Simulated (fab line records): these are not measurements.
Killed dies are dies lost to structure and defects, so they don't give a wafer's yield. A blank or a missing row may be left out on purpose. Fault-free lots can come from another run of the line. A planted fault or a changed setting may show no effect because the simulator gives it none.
Split-lot trial | flow rit_cmos | 23 wafers read from 5 lots, route of 202 steps

## ON THE SPLIT
At RIT_ACTIVE_CVD_03 (deposits Si3N4 from SiH2Cl2/NH3, target thk 150 nm, time 1500 s), the setting nh3_flow_sccm was moved away from the recipe's 150 sccm on 15 of the 23 wafers read, by -12.9% to +11.5%. For the rest of the wafers, this setting stayed at what the recipe calls for.

## FROM THE SPLIT TO THE READING: what the file shows between them, 6 steps
- RIT_ACTIVE_ETCH_13: etches Si3N4 in SF6, stops on SiO2, time 210 s, target depth 210 nm (also split here: rf_w)
- RIT_ACTIVE_STRIP_14: strips in O2, time 180 s
- RIT_ACTIVE_CLEAN_16: cleans in dHF, time 30 s
- RIT_ACTIVE_CLEAN_17: cleans in SC2, time 600 s
- RIT_FOX1_OXIDATION_00: target thk 350.7 nm, ox time 1130 s
- RIT_FOX1_WET_ETCH_02: etches SiO2 in BOE, target depth 350 nm, time 390 s (also split here: time_s)

## THE READING
Si3N4_of_ACTIVE_CVD_03.thk_nm (the simulator's own value, which no gauge read), in nm, at RIT_FOX2_OXIDATION_00 (target thk 350.7 nm, ox time 1130 s). The file does not state a usual value for it. The 8 wafers here that ran the recipe average 131.6 nm, standard deviation 0.38 nm.

wafer  | tool, chamber at the split | nh3_flow_sccm as run, sccm | against the recipe | Si3N4_of_ACTIVE_CVD_03.thk_nm, nm | against lot-mates on the recipe
L077.2 | lpcvd-02, 1                | 150                        | recipe             | 132.2                             | -
L077.3 | lpcvd-02, 1                | 150                        | recipe             | 131.4                             | -
L077.5 | lpcvd-02, 1                | 150                        | recipe             | 131.6                             | -
L080.1 | -, -                       | 130.7                      | -12.9%             | 118.2                             | no lot-mate on the recipe
L080.2 | -, -                       | 130.7                      | -12.9%             | 118.4                             | no lot-mate on the recipe
L080.3 | -, -                       | 130.7                      | -12.9%             | 117.1                             | no lot-mate on the recipe
L080.4 | -, -                       | 130.7                      | -12.9%             | 118                               | no lot-mate on the recipe
L080.5 | -, -                       | 130.7                      | -12.9%             | 118.1                             | no lot-mate on the recipe
L083.1 | -, -                       | 167.2                      | +11.5%             | 145.9                             | no lot-mate on the recipe
L083.3 | -, -                       | 167.2                      | +11.5%             | 145.9                             | no lot-mate on the recipe
L083.2 | -, -                       | 167.2                      | +11.5%             | 146.3                             | no lot-mate on the recipe
L083.4 | -, -                       | 167.2                      | +11.5%             | 146.7                             | no lot-mate on the recipe
L083.5 | -, -                       | 167.2                      | +11.5%             | 145.2                             | no lot-mate on the recipe
L084.1 | -, -                       | 150                        | recipe             | 131.6                             | -
L084.3 | -, -                       | 150                        | recipe             | 131.5                             | -
L084.4 | -, -                       | 150                        | recipe             | 130.9                             | -
L084.5 | -, -                       | 150                        | recipe             | 132.1                             | -
L084.6 | -, -                       | 150                        | recipe             | 131.7                             | -
L085.1 | -, -                       | 143.7                      | -4.2%              | 125.4                             | no lot-mate on the recipe
L085.3 | -, -                       | 143.7                      | -4.2%              | 126.6                             | no lot-mate on the recipe
L085.4 | -, -                       | 143.7                      | -4.2%              | 128.2                             | no lot-mate on the recipe
L085.5 | -, -                       | 143.7                      | -4.2%              | 126.7                             | no lot-mate on the recipe
L085.6 | -, -                       | 143.7                      | -4.2%              | 125.7                             | no lot-mate on the recipe

THE FIT
A straight line over all 23 wafers: Si3N4_of_ACTIVE_CVD_03.thk_nm changes by +1.16 nm for each +1% of nh3_flow_sccm; r = +1.00; the points scatter about the line by 0.91 nm.
Too few moved wafers with a lot-mate on the recipe to fit a line net of each lot's own level.

## THE WHOLE CHAIN: every reading that the file lists as answering this split, in the file's order
step                  | what it does                        | reading                                                                        | change (the file's fit)              | r (the file's)
RIT_FOX1_OXIDATION_00 | target thk 350.7 nm, ox time 1130 s | Si3N4_of_ACTIVE_CVD_03.thk_nm (the simulator's own value, which no gauge read) | +1.15 nm for each +1% of the setting | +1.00
RIT_FOX2_OXIDATION_00 | target thk 350.7 nm, ox time 1130 s | Si3N4_of_ACTIVE_CVD_03.thk_nm (the simulator's own value, which no gauge read) | +1.16 nm for each +1% of the setting | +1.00

## THE FILE'S OWN FIT
Si3N4_of_ACTIVE_CVD_03.thk_nm changes by +1.16 nm for each +1% of nh3_flow_sccm, r = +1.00.
